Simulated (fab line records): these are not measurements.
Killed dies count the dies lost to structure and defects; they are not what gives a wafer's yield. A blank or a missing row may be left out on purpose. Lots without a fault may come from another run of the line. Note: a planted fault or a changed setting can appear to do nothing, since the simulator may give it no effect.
Which tool was responsible? || flow berkeley-cmos170 || 15 lots, 45 wafers sampled, at 6 steps of a route of 331

WHAT EACH GAUGE READ, for each wafer
UCB170_PWELL_THK_MEAS_06. Usual: PWELL_NITRIDE_THK typically reads 220.1 nm, with standard deviation 2.4.
{"lot": "L281", "measured": "day 3 10:37", "on": "film-metro-01", "PWELL_NITRIDE_THK (nm)": "218.3 219.4 218.6", "flag": ""}
{"lot": "L282", "measured": "day 3 10:38", "on": "film-metro-03", "PWELL_NITRIDE_THK (nm)": "214.9 216.2 216.1", "flag": ""}
{"lot": "L283", "measured": "day 3 19:07", "on": "film-metro-01", "PWELL_NITRIDE_THK (nm)": "219.6 220.0 220.9", "flag": ""}
{"lot": "L286", "measured": "day 4 08:58", "on": "film-metro-01", "PWELL_NITRIDE_THK (nm)": "221.4 220.6 221.1", "flag": ""}
{"lot": "L287", "measured": "day 4 18:06", "on": "film-metro-01", "PWELL_NITRIDE_THK (nm)": "222.6 222.0 224.2", "flag": ""}
{"lot": "L288", "measured": "day 4 18:06", "on": "film-metro-02", "PWELL_NITRIDE_THK (nm)": "223.7 222.7 224.0", "flag": ""}
{"lot": "L289", "measured": "day 5 02:51", "on": "film-metro-02", "PWELL_NITRIDE_THK (nm)": "223.1 221.8 221.7", "flag": ""}
{"lot": "L291", "measured": "day 5 18:17", "on": "film-metro-02", "PWELL_NITRIDE_THK (nm)": "217.5 215.1 215.7", "flag": ""}
{"lot": "L292", "measured": "day 5 18:16", "on": "film-metro-03", "PWELL_NITRIDE_THK (nm)": "222.5 219.9 219.9", "flag": ""}
{"lot": "L293", "measured": "day 6 00:19", "on": "film-metro-02", "PWELL_NITRIDE_THK (nm)": "222.2 220.3 221.9", "flag": ""}
{"lot": "L294", "measured": "day 6 00:19", "on": "film-metro-01", "PWELL_NITRIDE_THK (nm)": "222.3 222.2 222.3", "flag": ""}
{"lot": "L295", "measured": "day 6 10:49", "on": "film-metro-01", "PWELL_NITRIDE_THK (nm)": "436.2 437.6 437.4", "flag": "OFF"}
{"lot": "L296", "measured": "day 6 10:50", "on": "film-metro-02", "PWELL_NITRIDE_THK (nm)": "435.0 438.9 437.1", "flag": "OFF"}
{"lot": "L302", "measured": "day 7 17:17", "on": "film-metro-03", "PWELL_NITRIDE_THK (nm)": "441.0 437.9 439.7", "flag": "OFF"}
{"lot": "L304", "measured": "day 7 23:38", "on": "film-metro-02", "PWELL_NITRIDE_THK (nm)": "217.2 218.6 217.2", "flag": ""}

UCB170_ACTIVE_THK_MEAS_03. Usual: ACTIVE_OXIDE_THK typically reads 26.3 nm, with standard deviation 0.44.
{"lot": "L281", "measured": "day 4 12:46", "on": "film-metro-03", "ACTIVE_OXIDE_THK (nm)": "26.6 26.8 26.3", "flag": ""}
{"lot": "L282", "measured": "day 4 12:45", "on": "film-metro-04", "ACTIVE_OXIDE_THK (nm)": "26.3 26.2 26.3", "flag": ""}
{"lot": "L283", "measured": "day 4 23:42", "on": "film-metro-03", "ACTIVE_OXIDE_THK (nm)": "26.4 26.5 26.3", "flag": ""}
{"lot": "L286", "measured": "day 5 09:56", "on": "film-metro-04", "ACTIVE_OXIDE_THK (nm)": "25.9 25.7 25.6", "flag": ""}
{"lot": "L287", "measured": "day 5 19:53", "on": "film-metro-01", "ACTIVE_OXIDE_THK (nm)": "26.0 25.8 26.2", "flag": ""}
{"lot": "L288", "measured": "day 5 19:53", "on": "film-metro-03", "ACTIVE_OXIDE_THK (nm)": "26.9 26.3 26.3", "flag": ""}
{"lot": "L289", "measured": "day 6 02:27", "on": "film-metro-03", "ACTIVE_OXIDE_THK (nm)": "26.8 27.4 26.8", "flag": ""}
{"lot": "L291", "measured": "day 6 20:47", "on": "film-metro-01", "ACTIVE_OXIDE_THK (nm)": "26.7 26.8 26.4", "flag": ""}
{"lot": "L292", "measured": "day 6 20:46", "on": "film-metro-03", "ACTIVE_OXIDE_THK (nm)": "26.2 26.3 26.3", "flag": ""}
{"lot": "L293", "measured": "day 7 02:13", "on": "film-metro-03", "ACTIVE_OXIDE_THK (nm)": "26.6 26.2 26.5", "flag": ""}
{"lot": "L294", "measured": "day 7 02:13", "on": "film-metro-04", "ACTIVE_OXIDE_THK (nm)": "26.7 26.5 26.6", "flag": ""}
{"lot": "L304", "measured": "day 9 06:11", "on": "film-metro-01", "ACTIVE_OXIDE_THK (nm)": "25.8 26.1 25.7", "flag": ""}

UCB170_ACTIVE_THK_MEAS_06. Usual: ACTIVE_NITRIDE_THK typically reads 220.0 nm, with standard deviation 1.8.
{"lot": "L281", "measured": "day 4 23:00", "on": "film-metro-04", "ACTIVE_NITRIDE_THK (nm)": "219.1 219.0 219.3", "flag": ""}
{"lot": "L282", "measured": "day 4 23:01", "on": "film-metro-03", "ACTIVE_NITRIDE_THK (nm)": "216.6 215.6 215.9", "flag": ""}
{"lot": "L283", "measured": "day 5 06:19", "on": "film-metro-01", "ACTIVE_NITRIDE_THK (nm)": "221.7 219.7 217.9", "flag": ""}
{"lot": "L286", "measured": "day 5 19:11", "on": "film-metro-03", "ACTIVE_NITRIDE_THK (nm)": "220.8 220.5 219.9", "flag": ""}
{"lot": "L287", "measured": "day 6 02:13", "on": "film-metro-01", "ACTIVE_NITRIDE_THK (nm)": "219.5 217.7 217.1", "flag": ""}
{"lot": "L288", "measured": "day 6 02:13", "on": "film-metro-03", "ACTIVE_NITRIDE_THK (nm)": "219.8 221.4 220.7", "flag": ""}
{"lot": "L289", "measured": "day 6 10:29", "on": "film-metro-04", "ACTIVE_NITRIDE_THK (nm)": "221.1 220.7 223.0", "flag": ""}
{"lot": "L291", "measured": "day 7 05:23", "on": "film-metro-01", "ACTIVE_NITRIDE_THK (nm)": "219.6 217.4 219.9", "flag": ""}
{"lot": "L292", "measured": "day 7 05:22", "on": "film-metro-03", "ACTIVE_NITRIDE_THK (nm)": "219.4 219.4 217.4", "flag": ""}
{"lot": "L293", "measured": "day 7 13:17", "on": "film-metro-03", "ACTIVE_NITRIDE_THK (nm)": "219.6 221.9 219.5", "flag": ""}
{"lot": "L294", "measured": "day 7 13:16", "on": "film-metro-01", "ACTIVE_NITRIDE_THK (nm)": "221.8 220.7 219.1", "flag": ""}
{"lot": "L304", "measured": "day 9 16:19", "on": "film-metro-03", "ACTIVE_NITRIDE_THK (nm)": "220.9 221.0 221.3", "flag": ""}

UCB170_FIELD_THK_MEAS_02. Usual: FIELD_OXIDE_THK typically reads 552 nm, with standard deviation 11.
{"lot": "L281", "measured": "day 5 10:06", "on": "film-metro-03", "FIELD_OXIDE_THK (nm)": "545 547 543", "flag": ""}
{"lot": "L282", "measured": "day 5 10:07", "on": "film-metro-01", "FIELD_OXIDE_THK (nm)": "567 558 562", "flag": ""}
{"lot": "L283", "measured": "day 5 19:42", "on": "film-metro-03", "FIELD_OXIDE_THK (nm)": "546 564 554", "flag": ""}
{"lot": "L286", "measured": "day 6 05:26", "on": "film-metro-02", "FIELD_OXIDE_THK (nm)": "577 579 581", "flag": ""}
{"lot": "L287", "measured": "day 6 16:28", "on": "film-metro-01", "FIELD_OXIDE_THK (nm)": "548 548 537", "flag": ""}
{"lot": "L288", "measured": "day 6 16:28", "on": "film-metro-03", "FIELD_OXIDE_THK (nm)": "552 551 549", "flag": ""}
{"lot": "L289", "measured": "day 6 23:50", "on": "film-metro-03", "FIELD_OXIDE_THK (nm)": "540 548 543", "flag": ""}
{"lot": "L291", "measured": "day 7 17:53", "on": "film-metro-03", "FIELD_OXIDE_THK (nm)": "560 555 558", "flag": ""}
{"lot": "L292", "measured": "day 7 17:53", "on": "film-metro-01", "FIELD_OXIDE_THK (nm)": "543 542 539", "flag": ""}
{"lot": "L293", "measured": "day 8 02:06", "on": "film-metro-01", "FIELD_OXIDE_THK (nm)": "554 552 550", "flag": ""}
{"lot": "L294", "measured": "day 8 02:05", "on": "film-metro-02", "FIELD_OXIDE_THK (nm)": "542 542 537", "flag": ""}
{"lot": "L304", "measured": "day 10 03:20", "on": "film-metro-01", "FIELD_OXIDE_THK (nm)": "558 553 549", "flag": ""}

EACH LOT AND THE TOOL THAT RAN IT (in order: tool; ch and the chambers of the sampled wafers; start)
{"lot": "L281", "UCB170_PWELL_CVD_05": "lpcvd-02 ch 1, day 3 08:42", "UCB170_PWELL_ETCH_14": "rie-diel-04 ch 2,3, day 3 11:41"}
{"lot": "L282", "UCB170_PWELL_CVD_05": "lpcvd-02 ch 0, day 3 08:42", "UCB170_PWELL_ETCH_14": "rie-diel-02 ch 1,3, day 3 11:55"}
{"lot": "L283", "UCB170_PWELL_CVD_05": "lpcvd-01 ch 1, day 3 17:11", "UCB170_PWELL_ETCH_14": "rie-diel-04 ch 0,2,3, day 3 20:04"}
{"lot": "L286", "UCB170_PWELL_CVD_05": "lpcvd-01 ch 0, day 4 07:03", "UCB170_PWELL_ETCH_14": "rie-diel-04 ch 0,1,2, day 4 10:01"}
{"lot": "L287", "UCB170_PWELL_CVD_05": "lpcvd-01 ch 0, day 4 15:14", "UCB170_PWELL_ETCH_14": "rie-diel-03 ch 0,2,3, day 4 19:25"}
{"lot": "L288", "UCB170_PWELL_CVD_05": "lpcvd-01 ch 0, day 4 15:14", "UCB170_PWELL_ETCH_14": "rie-diel-02 ch 1,2,3, day 4 19:14"}
{"lot": "L289", "UCB170_PWELL_CVD_05": "lpcvd-02 ch 1, day 5 00:56", "UCB170_PWELL_ETCH_14": "rie-diel-02 ch 1,2, day 5 03:56"}
{"lot": "L291", "UCB170_PWELL_CVD_05": "lpcvd-02 ch 1, day 5 16:22", "UCB170_PWELL_ETCH_14": "rie-diel-04 ch 1,2,3, day 5 19:35"}
{"lot": "L292", "UCB170_PWELL_CVD_05": "lpcvd-02 ch 1, day 5 16:22", "UCB170_PWELL_ETCH_14": "rie-diel-02 ch 0,2, day 5 19:32"}
{"lot": "L293", "UCB170_PWELL_CVD_05": "lpcvd-02 ch 1, day 5 22:23", "UCB170_PWELL_ETCH_14": "rie-diel-02 ch 1,2,3, day 6 02:47"}
{"lot": "L294", "UCB170_PWELL_CVD_05": "lpcvd-02 ch 1, day 5 22:23", "UCB170_PWELL_ETCH_14": "rie-diel-03 ch 1,2, day 6 03:10"}
{"lot": "L295", "UCB170_PWELL_CVD_05": "lpcvd-02 ch 1, day 6 06:47", "UCB170_PWELL_ETCH_14": "rie-diel-04 ch 0,1,3, day 6 12:00"}
{"lot": "L296", "UCB170_PWELL_CVD_05": "lpcvd-02 ch 0, day 6 06:47", "UCB170_PWELL_ETCH_14": "rie-diel-03 ch 0,1,3, day 6 12:02"}
{"lot": "L302", "UCB170_PWELL_CVD_05": "lpcvd-01 ch 1, day 7 13:16", "UCB170_PWELL_ETCH_14": "rie-diel-04 ch 1,2, day 7 18:19"}
{"lot": "L304", "UCB170_PWELL_CVD_05": "lpcvd-02 ch 1, day 7 21:44", "UCB170_PWELL_ETCH_14": "rie-diel-02 ch 0,1,3, day 8 00:43"}
- UCB170_PWELL_CVD_05: deposits Si3N4 from SiH2Cl2/NH3, target thk 220 nm, time 3300 s.
- UCB170_PWELL_ETCH_14: etches Si3N4 in CH3F/Ar/O2, stops on SiO2, target depth 242 nm, time 151 s.

WHAT THE TOOLS THEMSELVES READ (means of the sampled wafers that have a number; where no wafer has one, the mark that the record gives instead)
UCB170_PWELL_CVD_05. Usual: sih2cl2-flow-sccm reads 24.99 sccm (standard deviation 0.074).
{"lot": "L281", "tool": "lpcvd-02", "sih2cl2-flow-sccm (sccm)": 24.98, "flag": ""}
{"lot": "L282", "tool": "lpcvd-02", "sih2cl2-flow-sccm (sccm)": 24.91, "flag": ""}
{"lot": "L283", "tool": "lpcvd-01", "sih2cl2-flow-sccm (sccm)": 25.03, "flag": ""}
{"lot": "L286", "tool": "lpcvd-01", "sih2cl2-flow-sccm (sccm)": 24.98, "flag": ""}
{"lot": "L287", "tool": "lpcvd-01", "sih2cl2-flow-sccm (sccm)": 25.03, "flag": ""}
{"lot": "L288", "tool": "lpcvd-01", "sih2cl2-flow-sccm (sccm)": 25.04, "flag": ""}
{"lot": "L289", "tool": "lpcvd-02", "sih2cl2-flow-sccm (sccm)": 25.04, "flag": ""}
{"lot": "L291", "tool": "lpcvd-02", "sih2cl2-flow-sccm (sccm)": 24.89, "flag": ""}
{"lot": "L292", "tool": "lpcvd-02", "sih2cl2-flow-sccm (sccm)": 25.10, "flag": ""}
{"lot": "L293", "tool": "lpcvd-02", "sih2cl2-flow-sccm (sccm)": 24.98, "flag": ""}
{"lot": "L294", "tool": "lpcvd-02", "sih2cl2-flow-sccm (sccm)": 24.94, "flag": ""}
{"lot": "L295", "tool": "lpcvd-02", "sih2cl2-flow-sccm (sccm)": 25.01, "flag": ""}
{"lot": "L296", "tool": "lpcvd-02", "sih2cl2-flow-sccm (sccm)": 25.00, "flag": ""}
{"lot": "L302", "tool": "lpcvd-01", "sih2cl2-flow-sccm (sccm)": 25.04, "flag": ""}
{"lot": "L304", "tool": "lpcvd-02", "sih2cl2-flow-sccm (sccm)": 24.98, "flag": ""}

UCB170_PWELL_ETCH_14. Usual: chamber-pressure-mTorr 49.99 mTorr, standard deviation 0.047; drypump-motor-current-A 5.3 A, standard deviation 0.37; oes-product-au 0.938 a.u., standard deviation 0.016; throttle-valve-pct 8.03 %, standard deviation 0.14.
{"lot": "L281", "tool": "rie-diel-04", "chamber-pressure-mTorr (mTorr)": 49.98, "drypump-motor-current-A (A)": 5.3, "oes-product-au (a.u.)": 0.925, "throttle-valve-pct (%)": 8.04, "flag": ""}
{"lot": "L282", "tool": "rie-diel-02", "chamber-pressure-mTorr (mTorr)": 50.03, "drypump-motor-current-A (A)": 5.3, "oes-product-au (a.u.)": 0.912, "throttle-valve-pct (%)": 8.16, "flag": ""}
{"lot": "L283", "tool": "rie-diel-04", "chamber-pressure-mTorr (mTorr)": 49.99, "drypump-motor-current-A (A)": 5.2, "oes-product-au (a.u.)": 0.935, "throttle-valve-pct (%)": 8.11, "flag": ""}
{"lot": "L286", "tool": "rie-diel-04", "chamber-pressure-mTorr (mTorr)": 50.03, "drypump-motor-current-A (A)": 5.2, "oes-product-au (a.u.)": 0.934, "throttle-valve-pct (%)": 8.14, "flag": ""}
{"lot": "L287", "tool": "rie-diel-03", "chamber-pressure-mTorr (mTorr)": 49.98, "drypump-motor-current-A (A)": 5.5, "oes-product-au (a.u.)": 0.950, "throttle-valve-pct (%)": 7.95, "flag": ""}
{"lot": "L288", "tool": "rie-diel-02", "chamber-pressure-mTorr (mTorr)": 49.97, "drypump-motor-current-A (A)": 5.2, "oes-product-au (a.u.)": 0.946, "throttle-valve-pct (%)": 8.09, "flag": ""}
{"lot": "L289", "tool": "rie-diel-02", "chamber-pressure-mTorr (mTorr)": 49.97, "drypump-motor-current-A (A)": 5.4, "oes-product-au (a.u.)": 0.951, "throttle-valve-pct (%)": 8.12, "flag": ""}
{"lot": "L291", "tool": "rie-diel-04", "chamber-pressure-mTorr (mTorr)": 49.95, "drypump-motor-current-A (A)": 5.3, "oes-product-au (a.u.)": 0.923, "throttle-valve-pct (%)": 8.09, "flag": ""}
{"lot": "L292", "tool": "rie-diel-02", "chamber-pressure-mTorr (mTorr)": 50.02, "drypump-motor-current-A (A)": 5.2, "oes-product-au (a.u.)": 0.948, "throttle-valve-pct (%)": 7.96, "flag": ""}
{"lot": "L293", "tool": "rie-diel-02", "chamber-pressure-mTorr (mTorr)": 49.97, "drypump-motor-current-A (A)": 5.3, "oes-product-au (a.u.)": 0.941, "throttle-valve-pct (%)": 8.09, "flag": ""}
{"lot": "L294", "tool": "rie-diel-03", "chamber-pressure-mTorr (mTorr)": 49.97, "drypump-motor-current-A (A)": 5.6, "oes-product-au (a.u.)": 0.931, "throttle-valve-pct (%)": 7.87, "flag": ""}
{"lot": "L295", "tool": "rie-diel-04", "chamber-pressure-mTorr (mTorr)": 49.97, "drypump-motor-current-A (A)": 5.4, "oes-product-au (a.u.)": 0.997, "throttle-valve-pct (%)": 8.12, "flag": "OFF"}
{"lot": "L296", "tool": "rie-diel-03", "chamber-pressure-mTorr (mTorr)": 49.96, "drypump-motor-current-A (A)": 5.8, "oes-product-au (a.u.)": 0.985, "throttle-valve-pct (%)": 7.99, "flag": ""}
{"lot": "L302", "tool": "rie-diel-04", "chamber-pressure-mTorr (mTorr)": 49.97, "drypump-motor-current-A (A)": 5.3, "oes-product-au (a.u.)": 0.987, "throttle-valve-pct (%)": 8.11, "flag": "OFF"}
{"lot": "L304", "tool": "rie-diel-02", "chamber-pressure-mTorr (mTorr)": 50.01, "drypump-motor-current-A (A)": 5.1, "oes-product-au (a.u.)": 0.934, "throttle-valve-pct (%)": 8.00, "flag": ""}

THE ANSWER, worked out from the rows above alone
Rule: a lot is off if the mean of its wafers that have a number lies more than 3 standard deviations from the usual mean. A lot without any number at a reading at which 4 lots or more have one is off too. The other lots that the step has rows for count as sound. Order of review: gauges by route order, followed by the tools' own readings, for which a lot's mean as printed above is used. The first step at which some lot is off is used, and at that step the reading that is off furthest; a lot without a number counts as furthest.
Off: L295, L296, L302, at UCB170_PWELL_THK_MEAS_06 (PWELL_NITRIDE_THK).
A tool fits if, at a process step before that reading, it ran every lot that is off, and no sound lot after the first of them. Gauges at UCB170_PWELL_THK_MEAS_06: tried the same way as those tools. None of those tried fits.

WHAT WAS PUT IN BY THE SIMULATOR
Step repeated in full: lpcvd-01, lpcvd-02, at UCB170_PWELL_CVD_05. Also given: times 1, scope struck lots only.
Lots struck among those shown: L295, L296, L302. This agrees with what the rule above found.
